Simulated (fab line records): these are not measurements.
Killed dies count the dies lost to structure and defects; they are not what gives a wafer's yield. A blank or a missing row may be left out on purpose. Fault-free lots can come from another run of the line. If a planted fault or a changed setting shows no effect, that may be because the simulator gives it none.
Struck lot and sound lot, side by side :: flow ritCmos :: 44 steps out of a route of 202
Sound: wafers L544.3, L544.4, L544.5. The struck wafers were L551.1, L551.3, L551.4. The cause comes at the end.
At each step with rows: each side's tool, then ch and its chambers, then its first start. Under that, the readings that differ: sound wafers :: struck wafers :: difference of the means :: sigmas: that difference in standard deviations of wafers without a fault.
alike: readings with means less than 2 such deviations apart, plus words and numbers identical on both sides. not compared: withheld readings, readings lacking a value on some wafer, bounds such as >300 that could conceal the same value, and numbers that have no deviation in the record and whose values overlap.
The two part at a step that has a row with sigmas, a row that says differs or no value, or rows on one side only. When numbers do not overlap yet have no deviation, they are printed without sigmas and do not part them. A reading that every wafer of one side lacks parts them only if that side has two wafers or more.

first, 3 steps without rows for these wafers: RIT_REOX_CLEAN_01 (cleans in dHF, time 30 s); RIT_REOX_CLEAN_02 (cleans in SC2, time 600 s); RIT_REOX_OXIDATION_03 (target thk 25.2 nm, ox time 5580 s).
RIT_REOX_THK_MEAS_04:
  sound on filmMetro-04, day 4 00:25; struck on filmMetro-02, day 5 01:25
  alike: REOX_OXIDE_THK
then, 6 steps without rows for these wafers: RIT_NLDD_HMDS_00 (prime time 60 s); RIT_NLDD_COAT_01 (resist thk 1000 nm); RIT_NLDD_SOFTBAKE_02 (time 60 s); RIT_NLDD_EXPOSE_03 (exposes mask M7, target cd 40700 nm); RIT_NLDD_PEB_04; RIT_NLDD_DEVELOP_05 (develop time 50 s).
RIT_NLDD_OVL_MEAS_06:
  sound on overlay-02, day 4 01:43; struck on overlay-01, day 5 02:23
  alike: NLDD_OVL
then, 1 step without rows for these wafers: RIT_NLDD_HARDBAKE_07 (time 60 s).
RIT_NLDD_IMPLANT_08:
  sound on implanter-02 ch 0, day 4 01:56; struck on implanter-04 ch 0, day 5 02:35
reading: beamOnS (s)
sound: 9.93 9.99 10.05
struck: 14.02 14.09 14.55
difference: +4.23
sigmas: +21

reading: faradayCurrentUA
sound: 1586 1571 1562
struck: 1122 1122 1081
difference: -465
sigmas: -15
  alike: endStationPressureTorr, tiltDeg
RIT_NLDD_STRIP_09: strips in O2, time 180 s.
  sound on plasmaAsher-04 ch 0,1, day 4 02:06; struck on plasmaAsher-03 ch 0,1, day 5 02:44
  alike: drypumpMotorCurrentA
  not compared: rfHoursCounterH
RIT_NLDD_TW_MEAS_10:
  sound on filmMetro-04, day 4 02:14; struck on filmMetro-01, day 5 02:55
reading: NLDD_TW
sound: 2475 2478 2480
struck: 2719 2711 2714
difference: +237
sigmas: +11
then, 6 steps without rows for these wafers: RIT_PLDD_HMDS_00 (prime time 60 s); RIT_PLDD_COAT_01 (resist thk 1000 nm); RIT_PLDD_SOFTBAKE_02 (time 60 s); RIT_PLDD_EXPOSE_03 (exposes mask M8, target cd 40900 nm); RIT_PLDD_PEB_04; RIT_PLDD_DEVELOP_05 (develop time 50 s).
RIT_PLDD_OVL_MEAS_06:
  sound on overlay-01, day 4 03:20; struck on overlay-02, day 5 03:49
  alike: PLDD_OVL
then, 2 steps without rows for these wafers: RIT_PLDD_HARDBAKE_07 (time 60 s); RIT_PLDD_IMPLANT_08.
RIT_PLDD_STRIP_09: strips in O2, time 180 s.
  sound on plasmaAsher-02 ch 0,1, day 4 03:43; struck on plasmaAsher-04 ch 0,1, day 5 04:09
  alike: drypumpMotorCurrentA
  not compared: rfHoursCounterH
RIT_PLDD_TW_MEAS_10:
  sound on filmMetro-04, day 4 03:50; struck on filmMetro-01, day 5 04:20
  alike: PLDD_TW
then, 4 steps without rows for these wafers: RIT_SPACER_CLEAN_00 (cleans in SC1, time 600 s); RIT_SPACER_CLEAN_01 (cleans in dHF, time 30 s); RIT_SPACER_CLEAN_02 (cleans in SC2, time 600 s); RIT_SPACER_CVD_03 (deposits Si3N4 from SiH2Cl2/NH3, target thk 250 nm, time 3300 s).
RIT_SPACER_THK_MEAS_04:
  sound on filmMetro-02, day 4 06:51; struck on filmMetro-03, day 5 06:40
reading: SPACER_NITRIDE_THK (nm)
sound: 243.4 245.9 245.7
struck: 250.6 251.2 251.8
difference: +6.2
sigmas: +3
RIT_SPACER_ETCHBACK_05: etches Si3N4 in SF6/CHF3, stops on SiO2, target depth 250 nm, time 240 s.
  sound on rieDiel-03 ch 0,2,3, day 4 06:53; struck on rieDiel-04 ch 1,2,3, day 5 06:44
  alike: drypumpMotorCurrentA, oesProductAu, throttleValvePct
  not compared: rfHoursCounterH
then, 6 steps without rows for these wafers: RIT_NSD_HMDS_00 (prime time 60 s); RIT_NSD_COAT_01 (resist thk 1000 nm); RIT_NSD_SOFTBAKE_02 (time 60 s); RIT_NSD_EXPOSE_03 (exposes mask M9, target cd 40700 nm); RIT_NSD_PEB_04; RIT_NSD_DEVELOP_05 (develop time 50 s).
RIT_NSD_OVL_MEAS_06:
  sound on overlay-02, day 4 08:27; struck on overlay-01, day 5 07:51
  alike: NSD_OVL
then, 2 steps without rows for these wafers: RIT_NSD_HARDBAKE_07 (time 60 s); RIT_NSD_IMPLANT_08.
RIT_NSD_STRIP_09: strips in O2, time 180 s.
  sound on plasmaAsher-03 ch 0,1, day 4 08:50; struck on plasmaAsher-01 ch 0,1, day 5 08:11
  alike: drypumpMotorCurrentA
  not compared: rfHoursCounterH
RIT_SDANNEAL_RS_MEAS_07: measures by four-point-probe.
  sound on filmMetro-03, day 4 11:17; struck on filmMetro-03, day 5 11:01
reading: NLDD_RS (ohm/sq)
sound: 151.7 151.4 151.9
struck: 113.7 113.9 113.5
difference: -38.0
sigmas: -76
then, 1 step without rows for these wafers: RIT_M1_PROBE_99.

WHERE THEY PART
First at RIT_NLDD_IMPLANT_08; last, within this record, at RIT_SDANNEAL_RS_MEAS_07.

WHY: whatever the simulator had introduced
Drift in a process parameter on implanter-04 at RIT_NLDD_IMPLANT_08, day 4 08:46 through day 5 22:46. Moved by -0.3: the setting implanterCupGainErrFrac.
